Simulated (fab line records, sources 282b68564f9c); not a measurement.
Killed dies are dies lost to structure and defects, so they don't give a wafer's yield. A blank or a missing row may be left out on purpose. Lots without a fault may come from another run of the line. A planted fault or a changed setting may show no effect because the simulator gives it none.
A struck lot beside a sound one | flow rit_cmos | 42 steps out of a route of 202
Sound: wafers L828.1, L828.2, L828.3. Struck: wafers L837.2, L837.4, L837.5. The cause comes at the end.
At each step with rows: each side's tool, then ch and its chambers, then its first start. Under that, the readings that differ: sound wafers | struck wafers | difference of the means | sigmas: that difference in standard deviations of wafers without a fault.
alike: readings whose means differ by less than 2 such deviations, and words and numbers that are the same on both sides. not compared: withheld readings, readings that some wafer has no value for, bounds like >300 that may hide the same value, and numbers for which the record gives no deviation and whose values overlap.
The two part at a step that has a row with sigmas, a row that says differs or no value, or rows on one side only. Numbers that don't overlap but have no deviation are shown without sigmas and don't part them. A reading that every wafer of one side lacks parts them only if that side has two wafers or more.

RIT_ACTIVE_BOW_MEAS_00:
  sound on film_metro-02, day 2 01:00; struck on film_metro-01, day 3 22:01
  alike: INCOMING_BOW
then, 1 step without rows for these wafers: RIT_ACTIVE_OXIDATION_01 (target thk 46.8 nm, ox time 3360 s).
RIT_ACTIVE_THK_MEAS_02:
  sound on film_metro-01, day 2 03:03; struck on film_metro-03, day 4 00:04
  alike: ACTIVE_OXIDE_THK
then, 1 step without rows for these wafers: RIT_ACTIVE_CVD_03 (deposits Si3N4 from SiH2Cl2/NH3, target thk 150 nm, time 1500 s).
RIT_ACTIVE_THK_MEAS_04:
  sound on film_metro-03, day 2 04:32; struck on film_metro-02, day 4 01:32
  reading                 | sound             | struck            | difference | sigmas
  ACTIVE_NITRIDE_THK (nm) | 147.2 148.4 148.5 | 151.6 152.1 150.7 | +3.4       | +2
then, 5 steps without rows for these wafers: RIT_ACTIVE_HMDS_05 (prime time 60 s); RIT_ACTIVE_COAT_06 (resist thk 1000 nm); RIT_ACTIVE_SOFTBAKE_07 (time 60 s); RIT_ACTIVE_EXPOSE_08 (exposes mask M1, target cd 1400 nm); RIT_ACTIVE_PEB_09.
RIT_ACTIVE_DEVELOP_10: develop time 50 s.
  sound on litho_track-03 ch 0, day 2 05:00; struck on litho_track-04 ch 0, day 4 02:00
RIT_ACTIVE_CD_MEAS_11: target cd 1400 nm.
  sound on cd_sem-02, day 2 05:34; struck on cd_sem-02, day 4 02:28
  reading    | sound                | struck               | difference | sigmas
  cd_nm (nm) | 1402.1 1401.4 1402.2 | 1432.6 1434.1 1433.8 | +31.6      | +17
then, 1 step without rows for these wafers: RIT_ACTIVE_HARDBAKE_12 (time 60 s).
RIT_ACTIVE_ETCH_13: etches Si3N4 in SF6, stops on SiO2, time 210 s, target depth 210 nm.
  sound on rie_diel-02 ch 1,2,3, day 2 05:50; struck on rie_diel-03 ch 0,1, day 4 02:43
  reading                 | sound          | struck         | difference | sigmas
  model.ACTIVE.cd_nm (nm) | 1402 1402 1402 | 1432 1434 1434 | +31        |
  alike: drypump_motor_current_A, oes_product_au, throttle_valve_pct
  not compared: rf_hours_counter_h
RIT_ACTIVE_STRIP_14: strips in O2, time 180 s.
  sound on plasma_asher-02 ch 0,1, day 2 05:58; struck on plasma_asher-01 ch 1, day 4 02:50
  alike: drypump_motor_current_A
  not compared: rf_hours_counter_h
RIT_ACTIVE_CD_MEAS_90: target cd 1400 nm.
  sound on cd_sem-01, day 2 06:08; struck on cd_sem-01, day 4 03:02
  reading    | sound                | struck               | difference | sigmas
  cd_nm (nm) | 1402.3 1401.7 1402.4 | 1432.0 1433.5 1433.6 | +30.9      | +16
then, 4 steps without rows for these wafers: RIT_ACTIVE_CLEAN_15 (cleans in SC1, time 600 s); RIT_ACTIVE_CLEAN_16 (cleans in dHF, time 30 s); RIT_ACTIVE_CLEAN_17 (cleans in SC2, time 600 s); RIT_FOX1_OXIDATION_00 (target thk 350.7 nm, ox time 1130 s).
RIT_FOX1_THK_MEAS_01:
  sound on film_metro-02, day 2 07:56; struck on film_metro-01, day 4 04:53
  alike: FOX1_OXIDE_THK
then, 2 steps without rows for these wafers: RIT_FOX1_WET_ETCH_02 (etches SiO2 in BOE, target depth 350 nm, time 390 s); RIT_FOX2_OXIDATION_00 (target thk 350.7 nm, ox time 1130 s).
RIT_FOX2_THK_MEAS_01:
  sound on film_metro-01, day 2 09:26; struck on film_metro-03, day 4 06:23
  reading             | sound       | struck      | difference | sigmas
  FOX2_OXIDE_THK (nm) | 361 358 355 | 346 342 345 | -14        | -2
then, 2 steps without rows for these wafers: RIT_FOX2_CLEAN_02 (cleans in dHF, time 180 s); RIT_FOX2_WET_ETCH_03 (etches Si3N4 in H3PO4, target depth 195 nm, time 2700 s).
RIT_FOX2_THK_MEAS_90:
  sound on film_metro-03, day 2 10:19; struck on film_metro-01, day 4 07:16
  reading                     | sound       | struck      | difference | sigmas
  FIELD_OXIDE_LEFT_1_THK (nm) | 334 331 328 | 319 314 318 | -14        | -2
then, 6 steps without rows for these wafers: RIT_NWELL_HMDS_00 (prime time 60 s); RIT_NWELL_COAT_01 (resist thk 1282 nm); RIT_NWELL_SOFTBAKE_02 (time 60 s); RIT_NWELL_EXPOSE_03 (exposes mask M2, target cd 43900 nm); RIT_NWELL_PEB_04; RIT_NWELL_DEVELOP_05 (develop time 68 s).
RIT_NWELL_OVL_MEAS_06:
  sound on overlay-01, day 2 11:16; struck on overlay-01, day 4 08:11
  alike: NWELL_OVL
then, 2 steps without rows for these wafers: RIT_NWELL_HARDBAKE_07 (time 120 s); RIT_NWELL_IMPLANT_08.
RIT_NWELL_STRIP_09: strips in O2, time 180 s.
  sound on plasma_asher-02 ch 0,1, day 2 11:42; struck on plasma_asher-02 ch 0,1, day 4 08:37
  alike: drypump_motor_current_A
  not compared: rf_hours_counter_h
RIT_NWELL_TW_MEAS_10:
  sound on film_metro-02, day 2 11:53; struck on film_metro-02, day 4 08:49
  alike: NWELL_TW
then, 2 steps without rows for these wafers: RIT_PWELL_HMDS_00 (prime time 60 s); RIT_PWELL_COAT_01 (resist thk 1300 nm).
RIT_CONTACT_ETCH_11: etches SiO2 in CHF3/CF4/Ar, stops on TiSi2, target depth 480 nm, time 320 s.
  sound on rie_diel-03 ch 1,2,3, day 3 21:12; struck on rie_diel-03 ch 0,1,3, day 5 14:51
  reading                  | sound          | struck            | difference | sigmas
  model.CONTACT.cd_nm (nm) | 1002 1003 1001 | 996.9 997.4 995.9 | -5.3       |
  alike: O2_flow_sccm, drypump_motor_current_A, oes_product_au, throttle_valve_pct
  not compared: rf_hours_counter_h
RIT_M1_PROBE_99:
  sound on prober-01, day 4 02:08; struck on prober-02, day 5 19:53
  reading                        | sound          | struck         | difference | sigmas
  model.etest.nldd.width_nm (nm) | 3210 3209 3214 | 3252 3250 3228 | +32        |
  model.etest.pldd.width_nm (nm) | 3215 3187 3217 | 3244 3240 3261 | +42        |
  alike: killed_at_contacts, killed_at_front_end, killed_dies, killed_open, killed_short
  not compared: model.etest.pplus_sal.width_nm, model.etest.contact_to_gate.bv_left_v, model.etest.contact_to_gate.bv_right_v

WHERE THEY PART
First at RIT_ACTIVE_THK_MEAS_04; last, within this record, at RIT_FOX2_THK_MEAS_90. Later steps at which nothing parts them and some readings are alike: RIT_NWELL_OVL_MEAS_06, RIT_NWELL_STRIP_09, RIT_NWELL_TW_MEAS_10, RIT_CONTACT_ETCH_11, RIT_M1_PROBE_99.

WHY: what the simulator had put in
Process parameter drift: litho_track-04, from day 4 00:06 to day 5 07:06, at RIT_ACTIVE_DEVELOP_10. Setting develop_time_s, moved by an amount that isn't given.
